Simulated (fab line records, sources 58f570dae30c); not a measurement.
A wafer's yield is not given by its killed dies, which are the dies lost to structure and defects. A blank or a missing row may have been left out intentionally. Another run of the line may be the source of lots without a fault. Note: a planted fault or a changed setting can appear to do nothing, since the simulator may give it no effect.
The tool behind it: which one? || flow berkeleyCmos170 || 14 lots with 42 wafers sampled at 2 steps, on a route of 331 steps

WHAT THE GAUGES READ, wafer by wafer
No reading from a measuring or inspecting step in the record can be judged against a usual standard deviation.

WHAT TOOL EACH LOT RAN ON (gives the tool, then ch and the chambers of the sampled wafers, and finally the start)
{"lot": "L987", "UCB170_NVT_COAT_01": "lithoTrack-01 ch 0, day 4 21:30", "UCB170_NVT_STRIP_08": "plasmaAsher-01 ch 0,1, day 4 22:41"}
{"lot": "L988", "UCB170_NVT_COAT_01": "lithoTrack-02 ch 0, day 5 03:14", "UCB170_NVT_STRIP_08": "plasmaAsher-01 ch 0,1, day 5 04:31"}
{"lot": "L991", "UCB170_NVT_COAT_01": "lithoTrack-01 ch 0, day 5 22:22", "UCB170_NVT_STRIP_08": "plasmaAsher-01 ch 0,1, day 6 00:02"}
{"lot": "L989", "UCB170_NVT_COAT_01": "lithoTrack-04 ch 0, day 5 22:44", "UCB170_NVT_STRIP_08": "plasmaAsher-01 ch 1, day 6 00:19"}
{"lot": "L990", "UCB170_NVT_COAT_01": "lithoTrack-01 ch 0, day 5 22:49", "UCB170_NVT_STRIP_08": "plasmaAsher-03 ch 0,1, day 6 00:35"}
{"lot": "L994", "UCB170_NVT_COAT_01": "lithoTrack-01 ch 0, day 6 07:59", "UCB170_NVT_STRIP_08": "plasmaAsher-01 ch 0,1, day 6 08:59"}
{"lot": "L992", "UCB170_NVT_COAT_01": "lithoTrack-04 ch 0, day 6 08:05", "UCB170_NVT_STRIP_08": "plasmaAsher-03 ch 1, day 6 09:11"}
{"lot": "L993", "UCB170_NVT_COAT_01": "lithoTrack-02 ch 0, day 6 08:30", "UCB170_NVT_STRIP_08": "plasmaAsher-01 ch 0,1, day 6 09:28"}
{"lot": "L995", "UCB170_NVT_COAT_01": "lithoTrack-04 ch 0, day 6 12:31", "UCB170_NVT_STRIP_08": "plasmaAsher-02 ch 0,1, day 6 13:49"}
{"lot": "L996", "UCB170_NVT_COAT_01": "lithoTrack-04 ch 0, day 7 05:58", "UCB170_NVT_STRIP_08": "plasmaAsher-02 ch 0,1, day 7 06:58"}
{"lot": "L997", "UCB170_NVT_COAT_01": "lithoTrack-01 ch 0, day 7 06:04", "UCB170_NVT_STRIP_08": "plasmaAsher-01 ch 1, day 7 07:33"}
{"lot": "L998", "UCB170_NVT_COAT_01": "lithoTrack-02 ch 0, day 7 06:11", "UCB170_NVT_STRIP_08": "plasmaAsher-02 ch 0,1, day 7 07:35"}
{"lot": "L105", "UCB170_NVT_COAT_01": "lithoTrack-01 ch 0, day 9 05:05", "UCB170_NVT_STRIP_08": "plasmaAsher-01 ch 0,1, day 9 05:57"}
{"lot": "L107", "UCB170_NVT_COAT_01": "lithoTrack-01 ch 0, day 9 15:04", "UCB170_NVT_STRIP_08": "plasmaAsher-01 ch 0,1, day 9 16:07"}
- UCB170_NVT_COAT_01: resist thk 900 nm.
- UCB170_NVT_STRIP_08: strips in O2.

AS READ BY THE TOOLS THEMSELVES (means over the sampled wafers that have a number; for cases with no such wafer, the mark the record gives instead)
UCB170_NVT_COAT_01. Usual: chillPlateTempC 22.98 C, standard deviation 0.094.
{"lot": "L987", "tool": "lithoTrack-01", "chillPlateTempC (C)": 22.81, "flag": ""}
{"lot": "L988", "tool": "lithoTrack-02", "chillPlateTempC (C)": 23.14, "flag": ""}
{"lot": "L991", "tool": "lithoTrack-01", "chillPlateTempC (C)": 22.99, "flag": ""}
{"lot": "L989", "tool": "lithoTrack-04", "chillPlateTempC (C)": 22.97, "flag": ""}
{"lot": "L990", "tool": "lithoTrack-01", "chillPlateTempC (C)": 23.10, "flag": ""}
{"lot": "L994", "tool": "lithoTrack-01", "chillPlateTempC (C)": 22.96, "flag": ""}
{"lot": "L992", "tool": "lithoTrack-04", "chillPlateTempC (C)": 23.01, "flag": ""}
{"lot": "L993", "tool": "lithoTrack-02", "chillPlateTempC (C)": 23.04, "flag": ""}
{"lot": "L995", "tool": "lithoTrack-04", "chillPlateTempC (C)": 22.96, "flag": ""}
{"lot": "L996", "tool": "lithoTrack-04", "chillPlateTempC (C)": 22.97, "flag": ""}
{"lot": "L997", "tool": "lithoTrack-01", "chillPlateTempC (C)": 22.95, "flag": ""}
{"lot": "L998", "tool": "lithoTrack-02", "chillPlateTempC (C)": 22.92, "flag": ""}
{"lot": "L105", "tool": "lithoTrack-01", "chillPlateTempC (C)": 22.96, "flag": ""}
{"lot": "L107", "tool": "lithoTrack-01", "chillPlateTempC (C)": 23.05, "flag": ""}

UCB170_NVT_STRIP_08. Usual: drypumpMotorCurrentA 5.6 A, standard deviation 0.44; oesProductAu 0.735 a.u., standard deviation 0.0046; stripTimeToEndpointS 21.64 s, standard deviation 0.062.
{"lot": "L987", "tool": "plasmaAsher-01", "drypumpMotorCurrentA (A)": 5.3, "oesProductAu (a.u.)": 0.736, "stripTimeToEndpointS (s)": 21.61, "flag": ""}
{"lot": "L988", "tool": "plasmaAsher-01", "drypumpMotorCurrentA (A)": 5.3, "oesProductAu (a.u.)": 0.737, "stripTimeToEndpointS (s)": 21.55, "flag": ""}
{"lot": "L991", "tool": "plasmaAsher-01", "drypumpMotorCurrentA (A)": 5.4, "oesProductAu (a.u.)": 0.731, "stripTimeToEndpointS (s)": 21.63, "flag": ""}
{"lot": "L989", "tool": "plasmaAsher-01", "drypumpMotorCurrentA (A)": 5.2, "oesProductAu (a.u.)": 0.735, "stripTimeToEndpointS (s)": 21.64, "flag": ""}
{"lot": "L990", "tool": "plasmaAsher-03", "drypumpMotorCurrentA (A)": 6.2, "oesProductAu (a.u.)": 0.734, "stripTimeToEndpointS (s)": 21.53, "flag": ""}
{"lot": "L994", "tool": "plasmaAsher-01", "drypumpMotorCurrentA (A)": 5.4, "oesProductAu (a.u.)": 0.735, "stripTimeToEndpointS (s)": 21.64, "flag": ""}
{"lot": "L992", "tool": "plasmaAsher-03", "drypumpMotorCurrentA (A)": 6.7, "oesProductAu (a.u.)": 0.732, "stripTimeToEndpointS (s)": 21.67, "flag": ""}
{"lot": "L993", "tool": "plasmaAsher-01", "drypumpMotorCurrentA (A)": 5.3, "oesProductAu (a.u.)": 0.733, "stripTimeToEndpointS (s)": 21.66, "flag": ""}
{"lot": "L995", "tool": "plasmaAsher-02", "drypumpMotorCurrentA (A)": 5.7, "oesProductAu (a.u.)": 0.733, "stripTimeToEndpointS (s)": 21.70, "flag": ""}
{"lot": "L996", "tool": "plasmaAsher-02", "drypumpMotorCurrentA (A)": 5.7, "oesProductAu (a.u.)": 0.735, "stripTimeToEndpointS (s)": 21.71, "flag": ""}
{"lot": "L997", "tool": "plasmaAsher-01", "drypumpMotorCurrentA (A)": 5.2, "oesProductAu (a.u.)": 0.739, "stripTimeToEndpointS (s)": 21.66, "flag": ""}
{"lot": "L998", "tool": "plasmaAsher-02", "drypumpMotorCurrentA (A)": 5.8, "oesProductAu (a.u.)": 0.734, "stripTimeToEndpointS (s)": 21.58, "flag": ""}
{"lot": "L105", "tool": "plasmaAsher-01", "drypumpMotorCurrentA (A)": 5.3, "oesProductAu (a.u.)": 0.737, "stripTimeToEndpointS (s)": 18.62, "flag": "OFF"}
{"lot": "L107", "tool": "plasmaAsher-01", "drypumpMotorCurrentA (A)": 5.3, "oesProductAu (a.u.)": 0.734, "stripTimeToEndpointS (s)": 18.63, "flag": "OFF"}

THE ANSWER, worked out from the rows above alone
Rule: a lot is off if the mean of its wafers that have a number lies more than 3 standard deviations from the usual mean. Also off: a lot with no number at a reading for which 4 or more lots have one. The other lots that the step has rows for count as sound. First the gauges in route order, then the tools' own readings, where a lot's mean is used as printed above. At the first step where some lot is off, the reading lying furthest off is the one used; lots without a number count as furthest.
Off: L105, L107, at UCB170_NVT_STRIP_08 (stripTimeToEndpointS).
A tool fits if, at that step or a process step before it, it ran every lot that is off, and no sound lot after the first of them. Can't be told from this: 2 tools fit, lithoTrack-01 at UCB170_NVT_COAT_01, plasmaAsher-01 at UCB170_NVT_STRIP_08.

WHAT THE SIMULATOR HAD INSERTED
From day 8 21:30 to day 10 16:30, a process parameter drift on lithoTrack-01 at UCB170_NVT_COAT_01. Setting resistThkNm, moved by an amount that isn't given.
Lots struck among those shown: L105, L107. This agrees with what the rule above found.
